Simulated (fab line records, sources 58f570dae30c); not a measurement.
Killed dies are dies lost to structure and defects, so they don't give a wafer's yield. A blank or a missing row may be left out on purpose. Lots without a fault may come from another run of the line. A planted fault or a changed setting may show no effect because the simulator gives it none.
Split-lot experiment | flow berkeley_cmos170 | 5 lots, 23 wafers read, on a route of 331 steps

THE SPLIT
At UCB170_V2_CMP_02 (polishes SiO2), the setting leave_above_ref_nm was moved away from the recipe's 1000 nm on 10 of the 23 wafers read, by -6.7% to +3.0%. The other wafers ran this setting at the recipe's value.

The file shows no step between the split and the reading.

THE READING
V2_POLISHED_THK, in nm, at UCB170_V2_THK_MEAS_04. Fault-free wafers of this fab line usually give 1000.3 nm, standard deviation 1.1 nm.

wafer  | tool, chamber at the split | leave_above_ref_nm as run, nm | against the recipe | V2_POLISHED_THK, nm | against lot-mates on the recipe
L074.1 | cmp-02, 0,1,0              | 1000                          | recipe             | 1000.9              | -
L074.2 | cmp-02, 0,1,0              | 1000                          | recipe             | 1000.6              | -
L074.4 | cmp-02, 2                  | 933.5                         | -6.7%              | 934.8               | -66.1
L074.5 | cmp-02, 0,1,0              | 1000                          | recipe             | 1001.3              | -
L074.6 | cmp-02, 1                  | 933.5                         | -6.7%              | 935.8               | -65.1
L077.1 | cmp-02, 2                  | 1000                          | recipe             | 1000.0              | -
L077.2 | cmp-02, 3                  | 961.8                         | -3.8%              | 962.1               | -38.4
L077.3 | cmp-02, 0                  | 961.8                         | -3.8%              | 963.1               | -37.4
L077.5 | cmp-02, 3                  | 1000                          | recipe             | 1001.1              | -
L077.6 | cmp-02, 2                  | 961.8                         | -3.8%              | 961.9               | -38.6
L079.3 | cmp-01, 2                  | 1000                          | recipe             | 998.6               | -
L079.4 | cmp-01, 0                  | 1000                          | recipe             | 998.5               | -
L079.5 | cmp-01, 2                  | 1000                          | recipe             | 996.9               | -
L081.1 | cmp-01, 3                  | 952.5                         | -4.7%              | 952.5               | -46.5
L081.2 | cmp-01, 0                  | 1000                          | recipe             | 998.8               | -
L081.3 | cmp-01, 2,0                | 952.5                         | -4.7%              | 951.8               | -47.2
L081.4 | cmp-01, 1                  | 1000                          | recipe             | 999.3               | -
L081.6 | cmp-01, 2,0                | 952.5                         | -4.7%              | 953.2               | -45.8
L080.1 | cmp-01, 3,0,2              | 1000                          | recipe             | 1002.3              | -
L080.3 | cmp-01, 3,0,2              | 1000                          | recipe             | 1001.1              | -
L080.4 | cmp-01, 1,3                | 1030                          | +3.0%              | 1030.5              | +29.1
L080.5 | cmp-01, 1,3                | 1030                          | +3.0%              | 1031.1              | +29.7
L080.6 | cmp-01, 3,0,2              | 1000                          | recipe             | 1000.7              | -
Where a row lists several chambers, the file gives one row for several wafers and doesn't say which wafer went through which chamber.

THE FIT
A straight line over all 23 wafers: V2_POLISHED_THK changes by +9.91 nm for each +1% of leave_above_ref_nm; r = +1.00; the points scatter about the line by 1.3 nm.
The same after taking each lot's own level away (the mean of its wafers on the recipe; 23 wafers): +9.86 nm for each +1%; r = +1.00; scatter 0.61 nm.
On that fit, the largest move of leave_above_ref_nm shifts the reading by 66 nm.
The lots' own levels span 998.00 to 1001.37 nm, that is 3.1 times the standard deviation above.
So the lot-to-lot level changes the slope little: the two slopes agree.
Check: with one of the wafers moved furthest among these (-6.7%) left out of the fit, the line predicts -65.5 nm for it against its lot-mates. It came out at -66.1 nm against them.

OTHER SPLITS ON THESE WAFERS
These wafers also went through other splits before the reading. Each is held against what the fit with the lots' levels taken away leaves over:
other split on the same wafers    | wafers away from the commonest value | r with V2_POLISHED_THK (lot level and that fit taken away)
UCB170_SDANNEAL_RTA_01 time_s     | 4                                    | +0.07
UCB170_SILICIDE_SPUTTER_01 time_s | 5                                    | -0.20
UCB170_M2_STRIP_07 o2_flow_sccm   | 8                                    | +0.29

THE WHOLE CHAIN: every reading that the file lists as answering this split, in the file's order
step                    | what it does                                                           | reading                                                                   | change (the file's fit)              | r (the file's)
UCB170_V2_CMP_02        | polishes SiO2                                                          | SiO2_of_V2_CVD_00.thk_nm (the simulator's own value, which no gauge read) | +9.85 nm for each +1% of the setting | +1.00
UCB170_V2_THK_MEAS_04   |                                                                        | V2_POLISHED_THK                                                           | +9.87 for each +1% of the setting    | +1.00
UCB170_M3_METAL_ETCH_18 | etches Al in Cl2/BCl3, stops on SiO2, target depth 1170 nm, time 195 s | SiO2_of_V2_CVD_00.thk_nm (the simulator's own value, which no gauge read) | +9.68 nm for each +1% of the setting | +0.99

THE FILE'S OWN FIT
V2_POLISHED_THK changes by +9.87 nm for each +1% of leave_above_ref_nm, r = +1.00.
